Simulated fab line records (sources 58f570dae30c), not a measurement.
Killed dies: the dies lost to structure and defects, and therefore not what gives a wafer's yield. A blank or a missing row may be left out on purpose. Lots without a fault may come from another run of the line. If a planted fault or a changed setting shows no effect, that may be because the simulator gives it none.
A sampling plan put to the test	flow berkeleyCmos170	14 faults told of in these records, all on one fab line, each judged by the records of the lots it struck
The line's own looks make up the plan; these are the steps of the route where a gauge or inspection reads the wafer and leaves it unchanged. Where struck wafers have a number at a look and the file lists that look's usual mean and standard deviation on fault-free wafers, the look can be judged. Caught: at a look after the fault's first step, the mean of the struck wafers lies 4 or more of those standard deviations (sigma) from the usual mean. On the tool: here the same test is run on the tool's own readings at the fault's steps. Also counted as caught: the struck wafers showing another recipe, or a record that is empty for them alone.

## THE FAULTS, as the simulator had put them in
1. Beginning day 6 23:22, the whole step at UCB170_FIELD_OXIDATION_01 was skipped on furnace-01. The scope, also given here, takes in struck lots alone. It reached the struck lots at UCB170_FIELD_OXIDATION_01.
2. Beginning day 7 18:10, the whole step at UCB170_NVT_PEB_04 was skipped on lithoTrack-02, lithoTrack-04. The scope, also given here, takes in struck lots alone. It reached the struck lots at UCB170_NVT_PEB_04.
3. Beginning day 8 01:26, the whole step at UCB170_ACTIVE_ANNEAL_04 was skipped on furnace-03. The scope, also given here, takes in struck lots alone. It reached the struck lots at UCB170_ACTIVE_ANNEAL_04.
4. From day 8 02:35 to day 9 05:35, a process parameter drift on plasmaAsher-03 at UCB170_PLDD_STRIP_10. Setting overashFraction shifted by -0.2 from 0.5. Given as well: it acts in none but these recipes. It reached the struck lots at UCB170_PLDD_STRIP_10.
5. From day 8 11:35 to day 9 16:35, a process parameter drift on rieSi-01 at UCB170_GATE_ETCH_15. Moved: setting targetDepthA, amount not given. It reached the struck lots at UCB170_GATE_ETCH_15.
6. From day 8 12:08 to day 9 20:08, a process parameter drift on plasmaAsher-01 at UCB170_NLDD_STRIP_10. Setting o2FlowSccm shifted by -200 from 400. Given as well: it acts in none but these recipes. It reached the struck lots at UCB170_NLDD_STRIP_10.
7. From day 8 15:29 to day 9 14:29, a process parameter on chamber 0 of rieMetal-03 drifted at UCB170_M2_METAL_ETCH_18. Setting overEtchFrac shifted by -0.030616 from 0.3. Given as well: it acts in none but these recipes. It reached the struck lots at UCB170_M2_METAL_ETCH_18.
8. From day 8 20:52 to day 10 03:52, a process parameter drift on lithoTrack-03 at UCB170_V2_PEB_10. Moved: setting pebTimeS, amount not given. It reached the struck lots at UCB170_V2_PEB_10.
9. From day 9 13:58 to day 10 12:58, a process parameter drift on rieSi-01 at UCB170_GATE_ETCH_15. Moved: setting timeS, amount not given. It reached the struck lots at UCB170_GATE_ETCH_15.
10. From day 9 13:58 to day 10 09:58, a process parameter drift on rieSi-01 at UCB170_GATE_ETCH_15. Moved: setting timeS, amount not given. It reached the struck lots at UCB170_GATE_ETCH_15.
11. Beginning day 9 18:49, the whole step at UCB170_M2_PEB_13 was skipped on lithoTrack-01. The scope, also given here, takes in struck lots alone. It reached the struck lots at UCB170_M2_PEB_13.
12. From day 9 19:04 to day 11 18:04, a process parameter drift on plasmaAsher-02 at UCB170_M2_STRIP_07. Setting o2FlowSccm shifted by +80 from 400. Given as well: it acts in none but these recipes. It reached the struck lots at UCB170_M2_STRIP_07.
13. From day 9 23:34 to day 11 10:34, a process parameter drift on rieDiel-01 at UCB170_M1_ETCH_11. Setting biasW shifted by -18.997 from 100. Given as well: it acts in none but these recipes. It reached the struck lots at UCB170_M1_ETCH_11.
14. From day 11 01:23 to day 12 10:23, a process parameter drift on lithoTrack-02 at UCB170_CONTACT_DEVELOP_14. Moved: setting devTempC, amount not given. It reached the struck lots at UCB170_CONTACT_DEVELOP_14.

## WHAT THE PLAN SAW
fault	on the tool itself	first look that catches it	reading, sigma	median hours from its first step to that look	hours from the fault's start to the first struck lot there	judged looks passed uncaught
1	the tool's record is blank for the struck wafers	no look after it can be judged	-	-	-	0
2	the tool's record is blank for the struck wafers	no look after it can be judged	-	-	-	0
3	the tool's record is blank for the struck wafers	no look after it can be judged	-	-	-	0
4	oesProductAu +17 sigma	none of the 2 looks that can be judged after it	-	-	-	2
5	oesProductAu +9.4 sigma	no look after it can be judged	-	-	-	0
6	o2FlowSccm -99 or beyond sigma	no look after it can be judged	-	-	-	0
7	under 2 sigma	not the one look that can be judged after it	-	-	-	1
8	heaterPowerTotalW +14 sigma	no look after it can be judged	-	-	-	0
9	runLengthS -44 sigma	no look after it can be judged	-	-	-	0
10	runLengthS -44 sigma	no look after it can be judged	-	-	-	0
11	the tool's record is blank for the struck wafers	no look after it can be judged	-	-	-	0
12	o2FlowSccm +66 sigma	not the one look that can be judged after it	-	-	-	1
13	biasW -65 sigma	not the one look that can be judged after it	-	-	-	1
14	developerTempC +8.8 sigma	no look after it can be judged	-	-	-	0
A dash: this means the fault isn't caught or the number doesn't appear in these records.

Caught at a look: 0 of 14. Caught on the tool: 13 of 14. By one or the other: 13 of 14.
On the tool alone, faults 1, 2, 3, 4, 5, 6, 8, 9, 10, 11, 12, 13, 14 were caught.
Caught by neither: fault 7.
